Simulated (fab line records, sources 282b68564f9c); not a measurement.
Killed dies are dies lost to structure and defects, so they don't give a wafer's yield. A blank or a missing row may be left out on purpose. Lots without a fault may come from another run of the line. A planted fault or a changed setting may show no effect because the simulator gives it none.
Which tool did it? | flow rit_cmos | 14 lots, 42 wafers sampled, at 2 steps of a route of 202

WHAT THE GAUGES READ, wafer by wafer
The record holds no reading of a measuring or inspecting step that can be judged against a usual standard deviation.

WHICH TOOL RAN EACH LOT (tool, then ch and the chambers of the sampled wafers, then the start)
lot  | RIT_PLDD_STRIP_09                   | RIT_M1_PROBE_99
L849 | plasma_asher-04 ch 0,1, day 3 01:34 | -
L850 | plasma_asher-03 ch 0,1, day 3 07:35 | prober-02, day 3 21:22
L851 | plasma_asher-04 ch 0,1, day 3 10:38 | -
L852 | plasma_asher-03 ch 0, day 3 17:08   | -
L853 | plasma_asher-01 ch 0,1, day 3 21:52 | -
L856 | plasma_asher-03 ch 0,1, day 4 15:36 | -
L858 | plasma_asher-03 ch 0,1, day 4 22:25 | prober-02, day 5 12:52
L864 | plasma_asher-01 ch 0,1, day 6 04:22 | prober-01, day 6 18:26
L865 | plasma_asher-04 ch 0,1, day 6 07:05 | prober-02, day 6 22:07
L867 | plasma_asher-01 ch 0,1, day 6 19:24 | -
L869 | plasma_asher-01 ch 0,1, day 7 00:06 | prober-02, day 7 14:41
L870 | plasma_asher-04 ch 0,1, day 7 08:29 | prober-01, day 7 21:51
L871 | plasma_asher-01 ch 0,1, day 7 10:38 | -
L872 | plasma_asher-01 ch 0,1, day 7 19:25 | prober-01, day 8 09:20
- RIT_PLDD_STRIP_09: strips in O2, time 180 s.
- RIT_M1_PROBE_99

WHAT THE TOOLS THEMSELVES READ (means of the sampled wafers that have a number; where no wafer has one, the mark that the record gives instead)
RIT_PLDD_STRIP_09.
lot  | tool            | chamber_pressure_mTorr (mTorr) | drypump_motor_current_A (A)
L849 | plasma_asher-04 | 3998                           | 4.9
L850 | plasma_asher-03 | 4001                           | 5.5
L851 | plasma_asher-04 | 3998                           | 5.0
L852 | plasma_asher-03 | 4000                           | 5.8
L853 | plasma_asher-01 | 4002                           | 4.9
L856 | plasma_asher-03 | 4000                           | 5.5
L858 | plasma_asher-03 | 3998                           | 5.5
L864 | plasma_asher-01 | -                              | -
L865 | plasma_asher-04 | -                              | -
L867 | plasma_asher-01 | 4004                           | 5.1
L869 | plasma_asher-01 | 4000                           | 5.1
L870 | plasma_asher-04 | 3997                           | 4.9
L871 | plasma_asher-01 | 4001                           | 5.1
L872 | plasma_asher-01 | 4000                           | 5.1

RIT_M1_PROBE_99.
lot  | tool      | killed_at_contacts | killed_at_front_end | killed_dies | killed_on_rim | killed_open | killed_short
L850 | prober-02 | 0.3                | 7.7                 | 8.0         | 1.7           | 3.3         | 4.7
L858 | prober-02 | 0.0                | 4.3                 | 4.3         | 2.3           | 1.3         | 3.0
L864 | prober-01 | 0.3                | 263.7               | 264.0       | 70.0          | 4.3         | 3.3
L865 | prober-02 | 0.0                | 264.0               | 264.0       | 70.0          | 2.3         | 4.0
L869 | prober-02 | 0.3                | 7.3                 | 7.7         | 3.0           | 5.3         | 2.3
L870 | prober-01 | 0.0                | 4.0                 | 4.0         | 0.7           | 1.7         | 2.3
L872 | prober-01 | 0.0                | 7.3                 | 7.3         | 0.7           | 5.0         | 2.3

THE ANSWER, worked out from the rows above alone
Rule: what is usual is taken from the lots themselves. Put in order of their means at a reading, lots are off if they are a third of the lots or fewer, leave a main group of 4 or more, and stand apart from it by a gap of 3 or more times the standard deviation of the main group's means; of several such gaps the widest counts. A main group whose means are all the same, to the digits that the tables above print for the reading, isn't used. A lot without any number at a reading at which 4 lots or more have one is off too. The other lots that the step has rows for count as sound. The gauges are gone through in route order, then the tools' own readings, and for those a lot's mean is taken as printed above. The first step at which some lot is off is used, and at that step the reading that is off furthest; a lot without a number counts as furthest.
Off: L864, L865, at RIT_PLDD_STRIP_09 (chamber_pressure_mTorr). Without a number there: L864, L865. The main group: mean 4000 mTorr, standard deviation 1.9.
A tool fits if, at that step or a process step before it, it ran every lot that is off, and no sound lot after the first of them. None of those tried fits.

WHAT THE SIMULATOR HAD PUT IN
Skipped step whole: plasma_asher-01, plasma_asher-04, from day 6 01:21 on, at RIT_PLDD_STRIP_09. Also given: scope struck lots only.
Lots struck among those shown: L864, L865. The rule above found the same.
